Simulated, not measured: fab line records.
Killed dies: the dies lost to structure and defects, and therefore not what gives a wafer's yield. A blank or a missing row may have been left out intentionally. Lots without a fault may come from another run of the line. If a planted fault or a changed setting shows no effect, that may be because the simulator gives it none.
Which tool was responsible?    flow berkeley_cmos170    14 lots, 42 wafers sampled, at 6 steps of a route of 331

== WHAT EACH GAUGE READ, for each wafer ==
UCB170_ACTIVE_THK_MEAS_03. Usual: ACTIVE_OXIDE_THK 26.7 nm, standard deviation 0.53.
lot   measured     on             ACTIVE_OXIDE_THK (nm)  flag
L152  day 4 10:41  film_metro-04  26.2 26.4 26.3         
L151  day 4 10:41  film_metro-02  26.0 26.2 26.0         
L154  day 4 23:13  film_metro-01  25.8 25.9 25.9         
L153  day 4 23:14  film_metro-02  27.2 27.2 26.9         
L155  day 4 23:14  film_metro-04  27.0 27.2 27.2         
L158  day 5 10:25  film_metro-01  27.5 27.5 27.6         
L164  day 7 04:19  film_metro-01  27.1 26.9 27.1         
L165  day 7 19:11  film_metro-02  27.9 27.9 27.6         
L166  day 7 19:11  film_metro-04  26.7 26.8 26.9         
L167  day 7 19:13  film_metro-01  26.1 26.3 26.2         
L168  day 8 09:06  film_metro-04  26.9 26.6 26.9         
L169  day 8 09:06  film_metro-02  26.9 26.5 26.3         
L171  day 8 22:18  film_metro-01  26.5 26.6 26.9         
L173  day 8 22:19  film_metro-02  26.3 26.3 26.4         

UCB170_NLDD_CD_MEAS_06: target cd 1200 nm. Usual: cd_nm reads 1199.9 nm (standard deviation 1.3).
lot   measured      on         cd_nm (nm)            flag
L152  day 7 06:31   cd_sem-02  1202.2 1201.6 1200.9  
L151  day 7 05:53   cd_sem-01  1200.0 1198.9 1199.4  
L154  day 8 02:38   cd_sem-02  1197.9 1199.1 1198.1  
L153  day 8 02:44   cd_sem-01  1201.8 1201.0 1200.0  
L155  day 8 02:56   cd_sem-01  1198.6 1198.9 1197.6  
L158  day 8 10:13   cd_sem-02  1201.1 1199.6 1200.3  
L164  day 9 21:34   cd_sem-02  1200.1 1201.2 1200.1  
L165  day 10 15:41  cd_sem-01  1201.7 1202.1 1203.8  
L166  day 10 15:48  cd_sem-01  1200.3 1201.1 1201.1  
L167  day 10 15:46  cd_sem-02  1199.4 1201.7 1200.2  
L168  day 11 10:28  cd_sem-02  1198.0 1198.6 1200.2  
L169  day 11 12:20  cd_sem-02  1199.7 1200.5 1198.7  
L171  day 11 18:52  cd_sem-01  1198.7 1199.7 1198.4  
L173  day 11 20:37  cd_sem-02  1197.5 1197.7 1198.0  

UCB170_NSD_OVL_MEAS_07. Usual: NSD_OVL -6 nm, standard deviation 5.7.
lot   measured      on          NSD_OVL (nm)  flag
L152  day 7 18:44   overlay-01  -9 -8 -4      
L151  day 7 18:34   overlay-02  -14 -9 -15    
L154  day 8 11:32   overlay-01  -9 -15 -10    
L153  day 8 11:47   overlay-01  -12 -12 -10   
L155  day 8 11:40   overlay-02  -7 -5 -3      
L158  day 8 21:32   overlay-01  1 -2 -5       
L164  day 10 06:57  overlay-01  -3 -5 -3      
L165  day 11 05:53  overlay-01  -15 -16 -19   
L166  day 11 05:42  overlay-02  -12 -8 -6     
L167  day 11 06:00  overlay-02  -2 -2 3       
L168  day 11 21:07  overlay-01  -14 -10 -12   
L169  day 11 20:09  overlay-01  0 -2 -7       
L171  day 12 07:01  overlay-02  -2 -5 -1      
L173  day 12 07:09  overlay-02  -7 -6 7       

UCB170_SDANNEAL_RS_MEAS_02: measures by four-point-probe. Usual: PSD_RS 75.44 ohm/sq, standard deviation 0.27.
lot   measured      on             PSD_RS (ohm/sq)    flag
L152  day 7 20:08   film_metro-04  75.34 75.09 75.11  
L151  day 7 19:59   film_metro-01  75.27 75.35 75.11  
L154  day 8 12:59   film_metro-01  75.48 75.48 75.47  
L153  day 8 13:21   film_metro-04  75.62 75.67 75.51  
L155  day 8 13:10   film_metro-02  74.71 75.10 75.02  
L158  day 8 23:52   film_metro-04  75.20 75.21 75.31  
L164  day 10 08:40  film_metro-04  83.93 84.36 84.00  OFF
L165  day 11 07:49  film_metro-04  84.41 84.44 84.38  OFF
L166  day 11 07:27  film_metro-01  75.13 75.01 74.85  
L167  day 11 07:59  film_metro-02  75.09 75.13 75.01  
L168  day 11 22:47  film_metro-02  75.33 75.56 75.55  
L169  day 11 21:51  film_metro-02  75.81 75.64 75.73  
L171  day 12 08:23  film_metro-02  75.31 75.52 75.27  
L173  day 12 08:38  film_metro-01  75.63 75.82 75.94  

UCB170_SDANNEAL_RS_MEAS_03: measures by four-point-probe. Usual: NSD_RS 37.33 ohm/sq, standard deviation 0.079.
lot   measured      on             NSD_RS (ohm/sq)    flag
L152  day 7 20:15   film_metro-04  37.37 37.28 37.29  
L151  day 7 20:06   film_metro-01  37.28 37.28 37.25  
L154  day 8 13:06   film_metro-01  37.40 37.31 37.44  
L153  day 8 13:28   film_metro-04  37.35 37.27 37.35  
L155  day 8 13:17   film_metro-02  37.37 37.33 37.43  
L158  day 8 23:59   film_metro-04  37.26 37.43 37.20  
L164  day 10 08:47  film_metro-04  38.50 38.57 38.54  OFF
L165  day 11 07:56  film_metro-04  38.63 38.57 38.53  OFF
L166  day 11 07:34  film_metro-01  37.22 37.30 37.16  
L167  day 11 08:06  film_metro-02  37.28 37.34 37.38  
L168  day 11 22:54  film_metro-02  37.34 37.43 37.38  
L169  day 11 21:58  film_metro-02  37.16 37.17 37.12  
L171  day 12 08:31  film_metro-02  37.40 37.45 37.32  
L173  day 12 08:46  film_metro-01  37.50 37.36 37.44  

== TOOL THAT RAN EACH LOT (tool first, then ch and the chambers of the sampled wafers, then the start) ==
lot   UCB170_SDANNEAL_RTA_01
L152  rtp_anneal-01 ch 0, day 7 20:05
L151  rtp_anneal-02 ch 0, day 7 19:55
L154  rtp_anneal-01 ch 0, day 8 12:55
L153  rtp_anneal-01 ch 0, day 8 13:17
L155  rtp_anneal-02 ch 0, day 8 13:06
L158  rtp_anneal-01 ch 0, day 8 23:49
L164  rtp_anneal-02 ch 0, day 10 08:36
L165  rtp_anneal-02 ch 0, day 11 07:45
L166  rtp_anneal-01 ch 0, day 11 07:23
L167  rtp_anneal-01 ch 0, day 11 07:53
L168  rtp_anneal-01 ch 0, day 11 22:43
L169  rtp_anneal-01 ch 0, day 11 21:47
L171  rtp_anneal-01 ch 0, day 12 08:20
L173  rtp_anneal-01 ch 0, day 12 08:32
- UCB170_SDANNEAL_RTA_01: time 5 s.

== AS READ BY THE TOOLS THEMSELVES (means over the sampled wafers that have a number; for cases with no such wafer, the mark the record gives instead) ==
UCB170_SDANNEAL_RTA_01. Usual: lamp_power_pct 33 %, standard deviation 4.3; wafer_temp_C_max 1056.2, standard deviation 1.
lot   tool           lamp_power_pct (%)  wafer_temp_C_max  flag
L152  rtp_anneal-01  30                  1055.9            
L151  rtp_anneal-02  39                  1056.2            
L154  rtp_anneal-01  30                  1055.2            
L153  rtp_anneal-01  30                  1056.2            
L155  rtp_anneal-02  39                  1056.2            
L158  rtp_anneal-01  30                  1056.5            
L164  rtp_anneal-02  37                  1056.5            
L165  rtp_anneal-02  37                  1055.4            
L166  rtp_anneal-01  30                  1055.6            
L167  rtp_anneal-01  30                  1056.7            
L168  rtp_anneal-01  30                  1056.7            
L169  rtp_anneal-01  30                  1056.5            
L171  rtp_anneal-01  30                  1056.1            
L173  rtp_anneal-01  30                  1056.5            

== THE ANSWER, worked out from the rows above alone ==
Rule: lot off if the mean of its wafers having a number is beyond 3 standard deviations from the usual mean. Also off: a lot with no number at a reading for which 4 or more lots have one. Where the step has rows for the other lots, those lots are counted as sound. Order of review: gauges by route order, followed by the tools' own readings, for which a lot's mean as printed above is used. The first step at which some lot is off is used, and at that step the reading that is off furthest; a lot without a number counts as furthest.
Off: at UCB170_SDANNEAL_RS_MEAS_02 (PSD_RS), L164, L165.
A tool fits if, at a process step before that reading, it ran every lot that is off, and no sound lot after the first of them. Gauges at UCB170_SDANNEAL_RS_MEAS_02: tried the same way as those tools. This does not decide it: 2 tools fit, namely rtp_anneal-02 at UCB170_SDANNEAL_RTA_01 and film_metro-04 at UCB170_SDANNEAL_RS_MEAS_02.

== WHAT THE SIMULATOR PUT IN ==
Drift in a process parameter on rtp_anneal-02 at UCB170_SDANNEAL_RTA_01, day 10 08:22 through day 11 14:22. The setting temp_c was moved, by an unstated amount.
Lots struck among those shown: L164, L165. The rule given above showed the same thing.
